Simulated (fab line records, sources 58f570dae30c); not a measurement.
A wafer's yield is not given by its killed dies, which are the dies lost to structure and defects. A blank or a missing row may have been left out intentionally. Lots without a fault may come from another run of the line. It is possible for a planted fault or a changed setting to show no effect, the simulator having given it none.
fab line records -- flow berkeley-cmos170
record lots=7, wafers=21, last-day=13
route steps=331 shown PWELL@50 WELLDRIVE@55 ACTIVE@60
lots that met no fault: taken from a fault-free run of the same line
start-h: hours from the record's opening day to when the first of the lot's shown wafers began -- wait-h: hours from the lot's prior step to this one -- " identical to the entry in the row above -- L1.1+2: a single row standing in for several wafers -- - no value, or no start was given -- * or withheld: withheld -- < > ~ a bound
route shown NAME@n: NAME is a module with steps in the file, n the number in the route of the first one -- usual: mean/standard deviation of fault-free wafers -- same: alike in all rows -- chamber/n: place in a boat -- sites: readings site by site -- _std_site: standard deviation across them -- _edge_site: outer sites' mean less inner sites' -- radius-mm: for every site, how far away it sits from the centre of the wafer -- mask NAME#n: copy n -- behind: the most recent tool/chamber to have shaped the wafer -- hold: why the lot went on hold/how many hours it stayed there/how the hold came to an end -- device: transistor that didn't switch, given as n, p or np -- end of line: at the end of the route, the tests of the same wafers -- for a step that has no rows: nothing shown but its recipe -- killed: dies lost to structure and defects at the first sort, not the wafer's yield -- map: the dies of a wafer, with x for killed, . for not killed, _ for no die there
set.NAME: the setting as run; set.NAME@STEP: as run at that earlier step -- model.NAME: the simulator's own value behind a step, which no gauge read
lots at some steps of the route; a table a step, a row a wafer
services: a tool's chamber out of use, with start hour (start-h, from the record's first day; less than 0 if before it), hours out, and reason
## steps
# step UCB170_PWELL_STRIP_16
# recipe chemistry=O2, power-w=400, pressure-mtorr=3500, platen-temp-c=withheld, o2-flow-sccm=400, overash-fraction=0.5
# usual drypump-motor-current-A=6.2/0.37, o2-flow-sccm=400.0/1.2, oes-product-au=0.721/0.0043, strip-time-to-endpoint-s=18.07/0.094
lot.wafer,tool,chamber,start-h,wait-h,drypump-motor-current-A,o2-flow-sccm,oes-product-au,rf-hours-counter-h,strip-time-to-endpoint-s
L616.1,plasma-asher-01,0,78.31,0.1,6.5,398.6,0.722,35,18.18
L616.3,plasma-asher-01,0,78.31,0.1,6.5,399.4,0.719,-,17.98
L616.5,plasma-asher-01,0,78.31,0.1,6.5,401.3,0.723,-,18.01
L628.3,plasma-asher-02,0,138.51,0.1,5.6,400.1,0.722,-,18.09
L628.4,plasma-asher-02,1,138.51,0.1,6.6,397.9,0.720,-,17.96
L628.6,plasma-asher-02,1,138.51,0.1,6.7,398.2,0.719,-,17.93
L629.2,plasma-asher-01,1,145.79,0.1,6.0,399.4,0.719,44,18.05
L629.4,plasma-asher-01,1,145.79,0.1,6.0,401.4,0.720,-,18.05
L629.6,plasma-asher-01,0,145.79,0.1,6.5,400.1,0.725,-,18.06
L630.2,plasma-asher-02,1,145.91,0.1,6.7,400.1,0.722,36,17.93
L630.3,plasma-asher-02,0,145.91,0.1,5.6,400.0,0.728,-,18.01
L630.6,plasma-asher-02,1,145.91,0.1,6.6,401.6,0.721,-,18.03
L634.2,plasma-asher-01,0,165.52,0.1,6.5,399.7,0.717,46,18.13
L634.3,plasma-asher-01,1,165.52,0.1,6.1,399.4,0.724,-,18.06
L634.5,plasma-asher-01,1,165.52,0.1,6.0,400.3,0.719,-,17.98
L633.3,plasma-asher-03,0,165.76,0.1,6.0,399.2,0.717,-,18.09
L633.4,plasma-asher-03,1,165.76,0.1,5.8,399.3,0.715,-,18.04
L633.6,plasma-asher-03,0,165.76,0.1,5.9,398.9,0.720,-,18.07
L635.3,plasma-asher-01,0,176.88,0.1,6.5,399.3,0.715,-,18.13
L635.5,plasma-asher-01,1,176.88,0.1,6.0,400.0,0.719,-,18.19
L635.6,plasma-asher-01,0,176.88,0.1,6.5,400.4,0.713,-,18.18
# step UCB170_PWELL_TW_MEAS_17
# usual PWELL_TW=374.5/3
lot.wafer,tool,chamber,start-h,wait-h,PWELL_TW
L616.1,film-metro-03,-,78.41,0.1,374.4
L616.3,film-metro-03,-,78.41,0.1,376.6
L616.5,film-metro-03,-,78.41,0.1,374.2
L628.3,film-metro-04,-,138.60,0.1,379.0
L628.4,film-metro-04,-,138.60,0.1,378.5
L628.6,film-metro-04,-,138.60,0.1,379.1
L629.2,film-metro-04,-,145.92,0.1,375.0
L629.4,film-metro-04,-,145.92,0.1,375.2
L629.6,film-metro-04,-,145.92,0.1,377.7
L630.2,film-metro-04,-,146.02,0.1,378.7
L630.3,film-metro-04,-,146.02,0.1,377.5
L630.6,film-metro-04,-,146.02,0.1,377.0
L634.2,film-metro-03,-,165.63,0.1,373.8
L634.3,film-metro-03,-,165.63,0.1,373.0
L634.5,film-metro-03,-,165.63,0.1,371.8
L633.3,film-metro-04,-,165.85,0.1,377.8
L633.4,film-metro-04,-,165.85,0.1,380.2
L633.6,film-metro-04,-,165.85,0.1,378.8
L635.3,film-metro-03,-,176.96,0.1,374.9
L635.5,film-metro-03,-,176.96,0.1,376.7
L635.6,film-metro-03,-,176.96,0.1,373.1
# step UCB170_PWELL_CLEAN_18
# recipe chemistry=SPM, temp-c=120, time-s=600
# step UCB170_PWELL_WET_ETCH_19
# recipe chemistry=H3PO4, target=Si3N4, temp-c=160, time-s=14400
# step UCB170_PWELL_WET_ETCH_20
# recipe chemistry=BOE, dilution=5:1, target=SiO2, temp-c=25, time-s=22
# step UCB170_WELLDRIVE_CLEAN_00
# recipe chemistry=SPM, temp-c=120, time-s=600
# step UCB170_WELLDRIVE_OXIDATION_01
# recipe temp-c=1100, ambient=O2, target-thk-a=1990, ox-time-s=9000
# step UCB170_WELLDRIVE_THK_MEAS_02
# recipe reads=SiO2_of_WELLDRIVE_OXIDATION_01
# usual WELLDRIVE_OXIDE_THK=199/3.9
lot.wafer,tool,chamber,start-h,wait-h,WELLDRIVE_OXIDE_THK[nm]
L616.1,film-metro-03,-,90.63,0.0,198
L616.3,film-metro-03,-,90.63,0.0,199
L616.5,film-metro-03,-,90.63,0.0,198
L628.3,film-metro-01,-,155.08,0.0,196
L628.4,film-metro-01,-,155.08,0.0,197
L628.6,film-metro-01,-,155.08,0.0,197
L629.2,film-metro-01,-,159.23,0.0,196
L629.4,film-metro-01,-,159.23,0.0,195
L629.6,film-metro-01,-,159.23,0.0,196
L630.2,film-metro-02,-,159.23,0.0,192
L630.3,film-metro-02,-,159.23,0.0,193
L630.6,film-metro-02,-,159.23,0.0,194
L634.2,film-metro-01,-,178.03,0.0,199
L634.3,film-metro-01,-,178.03,0.0,200
L634.5,film-metro-01,-,178.03,0.0,197
L633.3,film-metro-03,-,178.04,0.0,197
L633.4,film-metro-03,-,178.04,0.0,197
L633.6,film-metro-03,-,178.04,0.0,196
L635.3,film-metro-02,-,189.31,0.0,191
L635.5,film-metro-02,-,189.31,0.0,195
L635.6,film-metro-02,-,189.31,0.0,192
# step UCB170_WELLDRIVE_ANNEAL_03
# recipe temp-c=1100, time-s=900, ambient=N2
# step UCB170_WELLDRIVE_WET_ETCH_04
# recipe chemistry=BOE, dilution=5:1, target=SiO2, temp-c=25, time-s=120
# step UCB170_ACTIVE_CLEAN_00
# recipe chemistry=SPM, temp-c=120, time-s=600
# step UCB170_ACTIVE_CLEAN_01
# recipe chemistry=dHF, dilution=25:1, time-s=60
# step UCB170_ACTIVE_OXIDATION_02
# recipe temp-c=1000, ambient=O2, target-thk-a=264, ox-time-s=1260
# usual ox-temp-c=999.9/0.45, ox-temp-c-max=1006.3/1.7, spike-tc-source-C=1023.1/1.8
lot.wafer,tool,chamber,start-h,wait-h,ox-temp-c,ox-temp-c-max,spike-tc-source-C
L616.1,furnace-02,0,100.50,4.9,1000.4,1007.3,1027.0
L616.3,furnace-02,0,100.50,4.9,1000.2,1009.9,1026.2
L616.5,furnace-02,0,100.50,4.9,1000.3,1006.4,1025.4
L628.3,furnace-01,-,164.72,4.0,-,-,-
L628.4,furnace-01,-,164.72,4.0,-,-,-
L628.6,furnace-01,-,164.72,4.0,-,-,-
L629.2,furnace-01,-,170.32,4.6,-,-,-
L629.4,furnace-01,-,170.32,4.6,-,-,-
L629.6,furnace-01,-,170.32,4.6,-,-,-
L630.2,furnace-01,-,170.32,4.6,-,-,-
L630.3,furnace-01,-,170.32,4.6,-,-,-
L630.6,furnace-01,-,170.32,4.6,-,-,-
L633.3,furnace-01,0,186.22,3.9,1000.1,1004.3,1023.8
L633.4,furnace-01,0,186.22,3.9,1000.0,1004.4,1023.8
L633.6,furnace-01,0,186.22,3.9,999.6,1003.4,1022.0
L634.2,furnace-01,0,186.22,3.9,999.7,1004.7,1022.6
L634.3,furnace-01,0,186.22,3.9,1000.3,1005.2,1024.8
L634.5,furnace-01,0,186.22,3.9,999.6,1003.4,1024.3
L635.3,furnace-01,0,201.27,2.7,999.5,1002.8,1023.3
L635.5,furnace-01,0,201.27,2.7,999.8,1005.1,1022.8
L635.6,furnace-01,0,201.27,2.7,1000.5,1004.9,1022.1
# step UCB170_ACTIVE_ANNEAL_04
# recipe temp-c=1000, time-s=900, ambient=N2
## services
tool,chamber,start-h,hours,kind
plasma-asher-03,-,62.29,10.2,repair
furnace-01,-,105.39,3.7,pm
plasma-asher-03,-,108.75,9.0,pm
plasma-asher-03,0,108.75,9.0,vent-cycle
plasma-asher-03,1,108.75,9.0,vent-cycle
plasma-asher-03,0,117.75,-,clean
plasma-asher-03,1,117.75,-,clean
furnace-02,-,137.87,3.6,pm
plasma-asher-03,-,140.71,2.9,repair
plasma-asher-03,-,156.29,0.7,repair
plasma-asher-02,-,192.53,0.7,repair
furnace-02,-,192.57,4.2,pm
## key
first-sign step=UCB170_ACTIVE_OXIDATION_02, reading=tool-record, direction=missing
effect none on later readings
met-at UCB170_ACTIVE_OXIDATION_02
struck-wafers L628.3,L628.4,L628.6,L629.2,L629.4,L629.6,L630.2,L630.3,L630.6
later-rows-left-out L628.3,L628.4,L628.6,L629.2,L629.4,L629.6,L630.2,L630.3,L630.6
sort-left-out L628.3,L628.4,L628.6,L629.2,L629.4,L629.6,L630.2,L630.3,L630.6
tester-left-out L628,L629,L630
fault kind=skipped-step-whole, tool=furnace-01, chamber=-, onset-h=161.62, steps=UCB170_ACTIVE_OXIDATION_02, scope=struck-lots-only
# tester-left-out: of these lots the tester's yield and bins aren't shown, on N5 and GAA mostly nor the transistor test; their killed dies are dies lost to structure and defects alone, not to doping, threshold or leakage, so they don't give the yield
# sort-left-out: the simulated sort isn't trusted on such a fault, so these wafers' sort isn't shown, and their yield isn't known
# later-rows-left-out: the simulator's readings of these wafers behind a module that went badly wrong aren't trusted and aren't shown, but for the sort
